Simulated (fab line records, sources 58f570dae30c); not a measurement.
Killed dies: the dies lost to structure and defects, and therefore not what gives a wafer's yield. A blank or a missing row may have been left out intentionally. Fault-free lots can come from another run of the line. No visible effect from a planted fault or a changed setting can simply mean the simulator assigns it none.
Which tool did it? / flow berkeley_cmos170 / Sampling: 15 lots, 45 wafers, 4 of 331 route steps

== WHAT THE GAUGES SHOWED, per wafer ==
UCB170_ACTIVE_THK_MEAS_03.
lot=L237; measured=day 3 19:21; on=film_metro-01; ACTIVE_OXIDE_THK (nm)=26.5 26.7 26.9
lot=L239; measured=day 4 22:43; on=film_metro-04; ACTIVE_OXIDE_THK (nm)=26.6 27.0 27.2
lot=L240; measured=day 4 22:41; on=film_metro-03; ACTIVE_OXIDE_THK (nm)=27.6 26.9 27.0
lot=L241; measured=day 5 04:44; on=film_metro-04; ACTIVE_OXIDE_THK (nm)=26.6 26.8 26.5
lot=L243; measured=day 5 17:58; on=film_metro-04; ACTIVE_OXIDE_THK (nm)=27.0 26.7 26.6
lot=L245; measured=day 6 02:52; on=film_metro-04; ACTIVE_OXIDE_THK (nm)=27.3 27.4 27.3
lot=L246; measured=day 5 17:58; on=film_metro-03; ACTIVE_OXIDE_THK (nm)=26.5 26.3 26.3
lot=L248; measured=day 5 18:02; on=film_metro-04; ACTIVE_OXIDE_THK (nm)=25.8 25.9 26.2
lot=L249; measured=day 6 08:32; on=film_metro-04; ACTIVE_OXIDE_THK (nm)=25.6 26.5 26.2
lot=L250; measured=day 6 17:59; on=film_metro-03; ACTIVE_OXIDE_THK (nm)=26.9 26.5 27.0
lot=L253; measured=day 7 06:52; on=film_metro-03; ACTIVE_OXIDE_THK (nm)=26.3 26.1 26.0
lot=L254; measured=day 7 11:22; on=film_metro-04; ACTIVE_OXIDE_THK (nm)=26.6 26.1 26.7
lot=L255; measured=day 7 11:22; on=film_metro-01; ACTIVE_OXIDE_THK (nm)=26.1 26.7 26.2
lot=L258; measured=day 8 13:44; on=film_metro-03; ACTIVE_OXIDE_THK (nm)=26.3 26.2 26.3
lot=L259; measured=day 8 05:04; on=film_metro-03; ACTIVE_OXIDE_THK (nm)=26.6 26.7 26.8

UCB170_ACTIVE_THK_MEAS_06.
lot=L237; measured=day 3 22:35; on=film_metro-01; ACTIVE_NITRIDE_THK (nm)=222.3 221.7 220.5
lot=L239; measured=day 5 04:34; on=film_metro-01; ACTIVE_NITRIDE_THK (nm)=219.2 219.1 219.3
lot=L240; measured=day 5 04:32; on=film_metro-04; ACTIVE_NITRIDE_THK (nm)=218.9 219.7 218.7
lot=L241; measured=day 5 10:17; on=film_metro-01; ACTIVE_NITRIDE_THK (nm)=224.0 225.2 223.3
lot=L243; measured=day 5 23:56; on=film_metro-01; ACTIVE_NITRIDE_THK (nm)=219.1 221.1 220.1
lot=L245; measured=day 6 10:19; on=film_metro-04; ACTIVE_NITRIDE_THK (nm)=214.5 215.7 216.3
lot=L246; measured=day 5 23:56; on=film_metro-04; ACTIVE_NITRIDE_THK (nm)=217.8 217.7 216.1
lot=L248; measured=day 5 23:57; on=film_metro-03; ACTIVE_NITRIDE_THK (nm)=216.2 216.8 216.3
lot=L249; measured=day 6 14:58; on=film_metro-03; ACTIVE_NITRIDE_THK (nm)=224.8 224.8 227.1
lot=L250; measured=day 7 00:31; on=film_metro-01; ACTIVE_NITRIDE_THK (nm)=233.8 251.1 264.7
lot=L253; measured=day 7 14:22; on=film_metro-01; ACTIVE_NITRIDE_THK (nm)=218.6 218.2 217.4
lot=L254; measured=day 7 18:46; on=film_metro-03; ACTIVE_NITRIDE_THK (nm)=226.6 250.0 261.9
lot=L255; measured=day 7 18:46; on=film_metro-04; ACTIVE_NITRIDE_THK (nm)=229.2 263.1 275.0
lot=L258; measured=day 8 19:59; on=film_metro-03; ACTIVE_NITRIDE_THK (nm)=220.3 219.7 221.4
lot=L259; measured=day 8 14:13; on=film_metro-01; ACTIVE_NITRIDE_THK (nm)=222.1 221.3 223.4

== EACH LOT AND THE TOOL THAT RAN IT (in order: tool; ch and the chambers of the sampled wafers; start) ==
lot=L237; UCB170_ZERO_STRIP_07=plasma_asher-02 ch 0,1, day 2 00:45; UCB170_ACTIVE_CVD_05=lpcvd-01 ch 1, day 3 20:38
lot=L239; UCB170_ZERO_STRIP_07=plasma_asher-01 ch 0,1, day 2 12:31; UCB170_ACTIVE_CVD_05=lpcvd-02 ch 1, day 5 02:38
lot=L240; UCB170_ZERO_STRIP_07=plasma_asher-02 ch 0,1, day 2 14:56; UCB170_ACTIVE_CVD_05=lpcvd-02 ch 0, day 5 02:38
lot=L241; UCB170_ZERO_STRIP_07=plasma_asher-01 ch 0,1, day 2 23:23; UCB170_ACTIVE_CVD_05=lpcvd-01 ch 0, day 5 08:23
lot=L243; UCB170_ZERO_STRIP_07=plasma_asher-04 ch 0,1, day 3 07:13; UCB170_ACTIVE_CVD_05=lpcvd-02 ch 0, day 5 22:01
lot=L245; UCB170_ZERO_STRIP_07=plasma_asher-04 ch 0, day 3 23:43; UCB170_ACTIVE_CVD_05=lpcvd-01 ch 1, day 6 07:22
lot=L246; UCB170_ZERO_STRIP_07=plasma_asher-04 ch 0,1, day 4 00:34; UCB170_ACTIVE_CVD_05=lpcvd-02 ch 0, day 5 22:01
lot=L248; UCB170_ZERO_STRIP_07=plasma_asher-04 ch 0,1, day 4 02:51; UCB170_ACTIVE_CVD_05=lpcvd-02 ch 0, day 5 22:01
lot=L249; UCB170_ZERO_STRIP_07=plasma_asher-01 ch 0,1, day 4 07:34; UCB170_ACTIVE_CVD_05=lpcvd-01 ch 1, day 6 13:03
lot=L250; UCB170_ZERO_STRIP_07=plasma_asher-01 ch 0,1, day 4 19:59; UCB170_ACTIVE_CVD_05=lpcvd-02 ch 0, day 6 22:35
lot=L253; UCB170_ZERO_STRIP_07=plasma_asher-02 ch 0,1, day 5 07:55; UCB170_ACTIVE_CVD_05=lpcvd-01 ch 1, day 7 12:27
lot=L254; UCB170_ZERO_STRIP_07=plasma_asher-02 ch 0,1, day 5 12:29; UCB170_ACTIVE_CVD_05=lpcvd-02 ch 1, day 7 16:50
lot=L255; UCB170_ZERO_STRIP_07=plasma_asher-02 ch 0,1, day 5 13:17; UCB170_ACTIVE_CVD_05=lpcvd-02 ch 1, day 7 16:50
lot=L258; UCB170_ZERO_STRIP_07=plasma_asher-02 ch 0,1, day 6 08:15; UCB170_ACTIVE_CVD_05=lpcvd-01 ch 1, day 8 18:05
lot=L259; UCB170_ZERO_STRIP_07=plasma_asher-01 ch 0,1, day 6 14:42; UCB170_ACTIVE_CVD_05=lpcvd-01 ch 0, day 8 12:16
- UCB170_ZERO_STRIP_07: strips in O2.
- UCB170_ACTIVE_CVD_05: deposits Si3N4 from SiH2Cl2/NH3, target thk 220 nm, time 3300 s.

== WHAT THE TOOLS THEMSELVES READ (means of the sampled wafers that have a number; where no wafer has one, the mark that the record gives instead) ==
UCB170_ZERO_STRIP_07.
lot=L237; tool=plasma_asher-02; drypump_motor_current_A (A)=5.3; oes_product_au (a.u.)=0.725; strip_time_to_endpoint_s (s)=21.43
lot=L239; tool=plasma_asher-01; drypump_motor_current_A (A)=5.7; oes_product_au (a.u.)=0.723; strip_time_to_endpoint_s (s)=21.42
lot=L240; tool=plasma_asher-02; drypump_motor_current_A (A)=5.3; oes_product_au (a.u.)=0.734; strip_time_to_endpoint_s (s)=21.50
lot=L241; tool=plasma_asher-01; drypump_motor_current_A (A)=5.8; oes_product_au (a.u.)=0.725; strip_time_to_endpoint_s (s)=21.44
lot=L243; tool=plasma_asher-04; drypump_motor_current_A (A)=5.9; oes_product_au (a.u.)=0.725; strip_time_to_endpoint_s (s)=21.42
lot=L245; tool=plasma_asher-04; drypump_motor_current_A (A)=6.0; oes_product_au (a.u.)=0.728; strip_time_to_endpoint_s (s)=21.43
lot=L246; tool=plasma_asher-04; drypump_motor_current_A (A)=5.9; oes_product_au (a.u.)=0.728; strip_time_to_endpoint_s (s)=21.37
lot=L248; tool=plasma_asher-04; drypump_motor_current_A (A)=5.9; oes_product_au (a.u.)=0.731; strip_time_to_endpoint_s (s)=21.49
lot=L249; tool=plasma_asher-01; drypump_motor_current_A (A)=5.7; oes_product_au (a.u.)=0.724; strip_time_to_endpoint_s (s)=21.44
lot=L250; tool=plasma_asher-01; drypump_motor_current_A (A)=5.8; oes_product_au (a.u.)=0.729; strip_time_to_endpoint_s (s)=21.43
lot=L253; tool=plasma_asher-02; drypump_motor_current_A (A)=5.2; oes_product_au (a.u.)=0.725; strip_time_to_endpoint_s (s)=21.52
lot=L254; tool=plasma_asher-02; drypump_motor_current_A (A)=5.3; oes_product_au (a.u.)=0.729; strip_time_to_endpoint_s (s)=21.50
lot=L255; tool=plasma_asher-02; drypump_motor_current_A (A)=5.3; oes_product_au (a.u.)=0.731; strip_time_to_endpoint_s (s)=21.51
lot=L258; tool=plasma_asher-02; drypump_motor_current_A (A)=5.2; oes_product_au (a.u.)=0.726; strip_time_to_endpoint_s (s)=21.42
lot=L259; tool=plasma_asher-01; drypump_motor_current_A (A)=5.8; oes_product_au (a.u.)=0.725; strip_time_to_endpoint_s (s)=21.46

UCB170_ACTIVE_CVD_05.
lot=L237; tool=lpcvd-01; spike_tc_centre_C (C)=803.4; zone_power_centre_pct (%)=36
lot=L239; tool=lpcvd-02; spike_tc_centre_C (C)=803.1; zone_power_centre_pct (%)=42
lot=L240; tool=lpcvd-02; spike_tc_centre_C (C)=802.9; zone_power_centre_pct (%)=41
lot=L241; tool=lpcvd-01; spike_tc_centre_C (C)=803.1; zone_power_centre_pct (%)=33
lot=L243; tool=lpcvd-02; spike_tc_centre_C (C)=802.4; zone_power_centre_pct (%)=41
lot=L245; tool=lpcvd-01; spike_tc_centre_C (C)=803.4; zone_power_centre_pct (%)=37
lot=L246; tool=lpcvd-02; spike_tc_centre_C (C)=802.9; zone_power_centre_pct (%)=41
lot=L248; tool=lpcvd-02; spike_tc_centre_C (C)=803.3; zone_power_centre_pct (%)=41
lot=L249; tool=lpcvd-01; spike_tc_centre_C (C)=803.3; zone_power_centre_pct (%)=37
lot=L250; tool=lpcvd-02; spike_tc_centre_C (C)=829.7; zone_power_centre_pct (%)=51
lot=L253; tool=lpcvd-01; spike_tc_centre_C (C)=802.6; zone_power_centre_pct (%)=37
lot=L254; tool=lpcvd-02; spike_tc_centre_C (C)=831.1; zone_power_centre_pct (%)=53
lot=L255; tool=lpcvd-02; spike_tc_centre_C (C)=829.6; zone_power_centre_pct (%)=54
lot=L258; tool=lpcvd-01; spike_tc_centre_C (C)=803.2; zone_power_centre_pct (%)=37
lot=L259; tool=lpcvd-01; spike_tc_centre_C (C)=802.4; zone_power_centre_pct (%)=32

== THE ANSWER, worked out from the rows above alone ==
Rule: what is usual is taken from the lots themselves. Put in order of their means at a reading, lots are off if they are a third of the lots or fewer, leave a main group of 4 or more, and stand apart from it by a gap of 3 or more times the standard deviation of the main group's means; of several such gaps the widest counts. The tables above print the reading to a certain number of digits; a main group whose means all agree to those digits is not used. A lot without any number at a reading at which 4 lots or more have one is off too. The other lots that the step has rows for count as sound. Order of review: gauges by route order, followed by the tools' own readings, for which a lot's mean as printed above is used. The first step at which some lot is off is used, and at that step the reading that is off furthest; a lot without a number counts as furthest.
Off: at UCB170_ACTIVE_THK_MEAS_06 (ACTIVE_NITRIDE_THK), L250, L254, L255. The main group has a mean of 220.0 nm with a standard deviation of 2.9.
A tool fits if, at a process step before that reading, it ran every lot that is off, and no sound lot after the first of them. Not tried: the gauges at UCB170_ACTIVE_THK_MEAS_06; whatever is off there is also off at UCB170_ACTIVE_CVD_05, on other tools, and gauge error can't account for it. One fits: lpcvd-02 at UCB170_ACTIVE_CVD_05. A fault onset in the window from L243 (day 5 22:01, its last sound lot) to L250 (day 6 22:35, its first lot off) fits.
The tool's own readings at UCB170_ACTIVE_CVD_05 bear it out: on the lots that are off they differ by more than 5 times the standard deviation of the sound lots' means. spike_tc_centre_C reads 830.1 C there against 803.0 C on the sound lots.

== WHAT THE SIMULATOR HAD PUT IN ==
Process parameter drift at UCB170_ACTIVE_CVD_05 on lpcvd-02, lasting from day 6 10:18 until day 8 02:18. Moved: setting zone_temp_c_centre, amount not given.
Shown lots that were struck: L250, L254, L255. The rule above reached the same finding.
